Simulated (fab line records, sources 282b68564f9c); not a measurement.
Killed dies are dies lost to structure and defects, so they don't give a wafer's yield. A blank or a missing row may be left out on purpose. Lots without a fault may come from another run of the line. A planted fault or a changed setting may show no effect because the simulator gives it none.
A struck lot beside a sound one | flow rit_cmos | 17 steps out of a route of 202
Sound: wafers L937.3, L937.5, L937.6. Struck: wafers L951.1, L951.4, L951.5. The cause comes at the end.
At each step with rows: each side's tool, then ch and its chambers, then its first start. Under that, the readings that differ: sound wafers | struck wafers | difference of the means | sigmas: that difference in standard deviations of wafers without a fault.
alike: readings whose means differ by less than 2 such deviations, and words and numbers that are the same on both sides. not compared: withheld readings, readings that some wafer has no value for, bounds like >300 that may hide the same value, and numbers for which the record gives no deviation and whose values overlap.
The two part at a step that has a row with sigmas, a row that says differs or no value, or rows on one side only. Numbers that don't overlap but have no deviation are shown without sigmas and don't part them. A reading that every wafer of one side lacks parts them only if that side has two wafers or more.

RIT_SILICIDE_RTA_06: time 10 s, ramp up 5 s, ramp down 10 s.
  sound on rtp_anneal-02 ch 0, day 3 19:29; struck on rtp_anneal-02 ch 0, day 6 11:23
  alike: wafer_temp_C_max
RIT_CONTACT_CVD_00: deposits SiO2 from TEOS, target thk 400 nm, time 61 s.
  sound on pecvd-03 ch 0,2, day 3 19:34; struck on pecvd-02 ch 0,1, day 6 11:27
  alike: heater_power_w
RIT_CONTACT_THK_MEAS_01:
  sound on film_metro-02, day 3 19:38; struck on film_metro-02, day 6 11:30
  alike: CONTACT_TEOS_THK
then, 6 steps without rows for these wafers: RIT_CONTACT_HMDS_02 (prime time 60 s); RIT_CONTACT_COAT_03 (resist thk 1000 nm); RIT_CONTACT_SOFTBAKE_04 (time 60 s); RIT_CONTACT_EXPOSE_05 (exposes mask M11, target cd 1000 nm); RIT_CONTACT_PEB_06; RIT_CONTACT_DEVELOP_07 (develop time 120 s).
RIT_CONTACT_CD_MEAS_08: target cd 1000 nm.
  sound on cd_sem-01, day 3 20:41; struck on cd_sem-01, day 6 12:32
  alike: cd_nm
RIT_CONTACT_OVL_MEAS_09:
  sound on overlay-02, day 3 20:47; struck on overlay-02, day 6 12:39
  alike: CONTACT_OVL
then, 1 step without rows for these wafers: RIT_CONTACT_HARDBAKE_10 (time 60 s).
RIT_CONTACT_ETCH_11: etches SiO2 in CHF3/CF4/Ar, stops on TiSi2, target depth 480 nm, time 320 s.
  sound on rie_diel-02 ch 0,2,3, day 3 20:58; struck on rie_diel-03 ch 1,2, day 6 12:50
  no value came back on the struck wafers for any of 5 readings (CHF3_flow_sccm (sccm), O2_flow_sccm (sccm) and others); on the sound wafers CHF3_flow_sccm (sccm) reads 50.06 50.04 50.00
  reading                                      | sound             | struck            | difference | sigmas
  model.NOVOLAK_of_CONTACT_COAT_03.thk_nm (nm) | 771.5 771.8 769.4 | 880.9 880.5 878.2 | +109.0     |
  not compared: rf_hours_counter_h
RIT_CONTACT_STRIP_12: strips in O2, time 180 s.
  sound on plasma_asher-02 ch 0,1, day 3 21:13; struck on plasma_asher-03 ch 0,1, day 6 13:02
  alike: drypump_motor_current_A, o2_flow_sccm
  not compared: rf_hours_counter_h
RIT_CONTACT_CD_MEAS_90: target cd 1000 nm.
  sound on cd_sem-02, day 3 21:22; struck on cd_sem-01, day 6 13:13
  reading    | sound               | struck | difference                    | sigmas
  cd_nm (nm) | 1000.3 1000.3 999.3 | - - -  | no value on the struck wafers |
then, 1 step without rows for these wafers: RIT_CONTACT_CLEAN_13 (cleans in SC1, time 600 s).
RIT_M1_PROBE_99:
  the record has rows for the struck wafers here (prober-01, day 6 17:45) and none for the sound ones

WHERE THEY PART
First at RIT_CONTACT_ETCH_11; last, within this record, at RIT_M1_PROBE_99.

WHY: what the simulator had put in
Skipped step whole: rie_diel-03, from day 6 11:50 on, at RIT_CONTACT_ETCH_11. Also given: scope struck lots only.
